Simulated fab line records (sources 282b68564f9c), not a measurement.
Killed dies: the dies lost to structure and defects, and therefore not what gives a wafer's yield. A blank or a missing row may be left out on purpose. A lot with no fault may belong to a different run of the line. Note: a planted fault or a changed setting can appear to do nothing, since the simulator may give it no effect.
Which tool is to blame? ; flow ritCmos ; 21 wafers from 7 lots sampled at 2 of the route's 202 steps

== WHAT THE GAUGES SHOWED, per wafer ==
RIT_NWELL_OVL_MEAS_06.
lot;measured;on;NWELL_OVL (nm)
L902;day 2 02:28;overlay-01;-0.1 -0.2 -0.4
L904;day 2 13:16;overlay-01;0.3 1.7 0.7
L907;day 3 02:15;overlay-01;-2.0 -1.8 -2.1
L912;day 4 03:19;overlay-02;-0.7 -1.1 -1.2
L914;day 4 13:20;overlay-02;0.5 2.9 2.4
L918;day 5 09:14;overlay-02;0.0 0.0 1.2
L924;day 6 15:19;overlay-02;1.5 3.1 2.5

== TOOL THAT RAN EACH LOT (tool first, then ch and the chambers of the sampled wafers, then the start) ==
lot;RIT_NWELL_SOFTBAKE_02
L902;lithoTrack-02 ch 0, day 2 01:49
L904;lithoTrack-01 ch 0, day 2 12:36
L907;lithoTrack-03 ch 0, day 3 01:40
L912;lithoTrack-03 ch 0, day 4 02:38
L914;lithoTrack-02 ch 0, day 4 12:47
L918;lithoTrack-02 ch 0, day 5 08:40
L924;lithoTrack-02 ch 0, day 6 14:44
- RIT_NWELL_SOFTBAKE_02: time 60 s.

== THE ANSWER, worked out from the rows above alone ==
Rule: the usual values come from the lots themselves. Put in order of their means at a reading, lots are off if they are a third of the lots or fewer, leave a main group of 4 or more, and stand apart from it by a gap of 3 or more times the standard deviation of the main group's means; of several such gaps the widest counts. Not used: any main group whose means are identical at the precision the tables above print for the reading. Also off: a lot with no number at a reading for which 4 or more lots have one. Any other lot the step has rows for is counted as sound.
Nothing can be told from this: no lot is off at any reading shown.

== WHAT HAD BEEN PUT IN BY THE SIMULATOR ==
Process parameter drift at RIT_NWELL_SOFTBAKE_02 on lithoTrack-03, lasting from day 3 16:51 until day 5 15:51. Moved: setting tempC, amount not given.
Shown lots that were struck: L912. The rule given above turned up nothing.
